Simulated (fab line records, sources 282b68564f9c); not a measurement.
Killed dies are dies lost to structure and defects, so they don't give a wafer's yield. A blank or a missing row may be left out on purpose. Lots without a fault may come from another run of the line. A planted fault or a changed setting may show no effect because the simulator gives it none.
Split-lot experiment | flow rit_cmos | 5 lots, 23 wafers read, on a route of 202 steps

THE SPLIT
At RIT_PRETRO_IMPLANT_08, the setting energy_kev was moved away from the recipe's 45 on 10 of the 23 wafers read, by -5.4% to +4.5%. The other wafers ran this setting at the recipe's value.

The reading is taken at the split's own step.

THE READING
implant.drp_nm (the simulator's own value, which no gauge read), in nm, at RIT_PRETRO_IMPLANT_08. The file gives no usual value for it.

wafer  | tool, chamber at the split | energy_kev as run | against the recipe | implant.drp_nm, nm | against lot-mates on the recipe
L076.1 | implanter-03, 0            | 46.15             | +2.6%              | 55.9               | +0.83
L076.4 | implanter-03, 0            | 46.15             | +2.6%              | 55.9               | +0.83
L076.3 | implanter-03, 0            | 45                | recipe             | 55.07              | -
L076.5 | implanter-03, 0            | 45                | recipe             | 55.07              | -
L076.6 | implanter-03, 0            | 45                | recipe             | 55.07              | -
L077.1 | implanter-03, 0            | 45                | recipe             | 55.07              | -
L077.3 | implanter-03, 0            | 45                | recipe             | 55.07              | -
L077.5 | implanter-03, 0            | 45                | recipe             | 55.07              | -
L077.2 | implanter-03, 0            | 42.59             | -5.4%              | 53.29              | -1.78
L077.6 | implanter-03, 0            | 42.59             | -5.4%              | 53.29              | -1.78
L078.1 | implanter-03, 0            | 45                | recipe             | 55.07              | -
L078.2 | implanter-03, 0            | 45                | recipe             | 55.07              | -
L078.3 | implanter-03, 0            | 45                | recipe             | 55.07              | -
L082.2 | implanter-03, 0            | 45                | recipe             | 55.07              | -
L082.6 | implanter-03, 0            | 45                | recipe             | 55.07              | -
L082.3 | implanter-03, 0            | 47.03             | +4.5%              | 56.52              | +1.45
L082.4 | implanter-03, 0            | 47.03             | +4.5%              | 56.52              | +1.45
L082.5 | implanter-03, 0            | 47.03             | +4.5%              | 56.52              | +1.45
L084.1 | implanter-04, 0            | 46.33             | +3.0%              | 56.03              | +0.96
L084.3 | implanter-04, 0            | 46.33             | +3.0%              | 56.03              | +0.96
L084.5 | implanter-04, 0            | 46.33             | +3.0%              | 56.03              | +0.96
L084.4 | implanter-04, 0            | 45                | recipe             | 55.07              | -
L084.6 | implanter-04, 0            | 45                | recipe             | 55.07              | -

THE FIT
A straight line over all 23 wafers: implant.drp_nm changes by +0.327 nm for each +1% of energy_kev; r = +1.00; the points scatter about the line by 0.011 nm.
The same after taking each lot's own level away (the mean of its wafers on the recipe; 23 wafers): +0.327 nm for each +1%; r = +1.00; scatter 0.011 nm.
On that fit, the largest move of energy_kev shifts the reading by 1.8 nm.
The lots' own levels span 55.070 to 55.070 nm.
So the lot-to-lot level changes the slope little: the two slopes agree.
Check: with one of the wafers moved furthest among these (-5.4%) left out of the fit, the line predicts -1.75 nm for it against its lot-mates. It came out at -1.78 nm against them.

OTHER SPLITS ON THESE WAFERS
These wafers also went through other splits before the reading. Each is held against what the fit with the lots' levels taken away leaves over:
other split on the same wafers   | wafers away from the commonest value | r with implant.drp_nm (lot level and that fit taken away)
RIT_ACTIVE_EXPOSE_08 dose_mj     | 5                                    | -0.07
RIT_FOX2_OXIDATION_00 ox_time_s  | 10                                   | -0.12
RIT_NWELL_IMPLANT_08 energy_kev  | 10                                   | -0.03
RIT_NRETRO_COAT_01 resist_thk_nm | 9                                    | -0.04
RIT_PRETRO_COAT_01 resist_thk_nm | 10                                   | +0.04

THE WHOLE CHAIN: every reading that the file lists as answering this split, in the file's order
step                  | what it does | reading                                                         | change (the file's fit)               | r (the file's)
RIT_PRETRO_IMPLANT_08 |              | implant.rp_nm (the simulator's own value, which no gauge read)  | +1.38 nm for each +1% of the setting  | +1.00
RIT_PRETRO_IMPLANT_08 |              | implant.drp_nm (the simulator's own value, which no gauge read) | +0.327 nm for each +1% of the setting | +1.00

THE FILE'S OWN FIT
implant.drp_nm changes by +0.327 nm for each +1% of energy_kev, r = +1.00.
